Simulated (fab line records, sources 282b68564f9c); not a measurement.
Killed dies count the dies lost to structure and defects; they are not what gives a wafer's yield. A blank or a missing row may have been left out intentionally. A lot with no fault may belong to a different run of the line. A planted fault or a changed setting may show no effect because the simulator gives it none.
Code-filled problem report in 8D (eight disciplines) form || flow ritCmos || the parts of the form that need people (team, actions taken, sign-off) are left out

== 1. PROBLEM STATEMENT ==
Wafers without a fault read 4001 sccm, standard deviation 13; o2FlowSccm at RIT_GATE_STRIP_20 reads a mean of 4816 sccm on 2 wafers belonging to 2 lots. That puts it +63 standard deviations away from the usual mean.
The step: strips in O2, time 180 s.
Earliest sighting: wafer L363.4 on plasmaAsher-03 at day 5 12:20. At this step, 42 wafers from 14 lots have a number in the record. Rule for "out", or "out of limits": more than 4 standard deviations from the usual mean. The other wafers with a number count as sound.

== 2. WHAT IT IS AND WHAT IT IS NOT ==
{"question": "which readings at this step", "is": "o2FlowSccm", "is not": "drypumpMotorCurrentA"}
{"question": "which lots", "is": "L363, L364", "is not": "L351, L352, L355, L356, L358, L359, L360, L366, L369, L371, L372, L373"}
{"question": "which wafers of those lots", "is": "L363.4, L364.6", "is not": "L363.1, L363.6, L364.4, L364.5"}
{"question": "read on which tools", "is": "plasmaAsher-03", "is not": "plasmaAsher-01, plasmaAsher-02"}
{"question": "when", "is": "from day 5 12:20", "is not": "up to then (23 sound wafers); but 17 sound wafers of L364, L366, L369, L371, L372, L373 came after"}

== 3. SUSPECTS, AND WHAT RULES EACH OUT ==
Counting: if a tool at a process step up to the reading ran every lot that is out, it stays a suspect. Sound lots after the first of them don't rule it out here, since some wafers of a struck lot are sound.
- plasmaAsher-03 at RIT_GATE_STRIP_20 (strips in O2, time 180 s): kept. Every lot that is out went through it, the first being L363 (day 5 12:20); the last sound lot it ran before that was L358 (day 4 05:39). Out on those wafers are its own readings of o2FlowSccm.
- At RIT_GATE_STRIP_20 on plasmaAsher-03, chamber 1 took the sound wafers of the same lots and chamber 0 took the wafers that are out.
Remaining after the count: plasmaAsher-03 at RIT_GATE_STRIP_20.

== 4. THE CAUSE (what the simulator had put in) ==
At RIT_GATE_STRIP_20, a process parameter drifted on plasmaAsher-03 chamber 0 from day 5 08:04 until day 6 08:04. Setting o2FlowSccm shifted by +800 from 4000. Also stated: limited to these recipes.
After counting, this tool was the only one left.

== 5. THE CHAIN OF EFFECTS, in route order ==
Each row: a reading where the mean over the struck wafers with a number is more than 3 standard deviations away from the usual. Scope: only readings with a usual standard deviation given in the record; hours: median across lots of the time from each lot's start at the first step in this table that gives one to its start at this step; sigmas: change in usual standard deviations.
{"hours": 0, "step": "RIT_GATE_STRIP_20", "reading": "o2FlowSccm", "usual": "4001 sccm", "on struck wafers": 4816, "change": "+815", "sigmas": "+63"}
Here are the process steps it includes:
- RIT_GATE_STRIP_20: strips in O2, time 180 s.

== 6. HOW IT WOULD HAVE BEEN CAUGHT EARLIER ==
First out-of-limits reading in this record: day 5 12:20, which is 4 hours after fault onset at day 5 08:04.
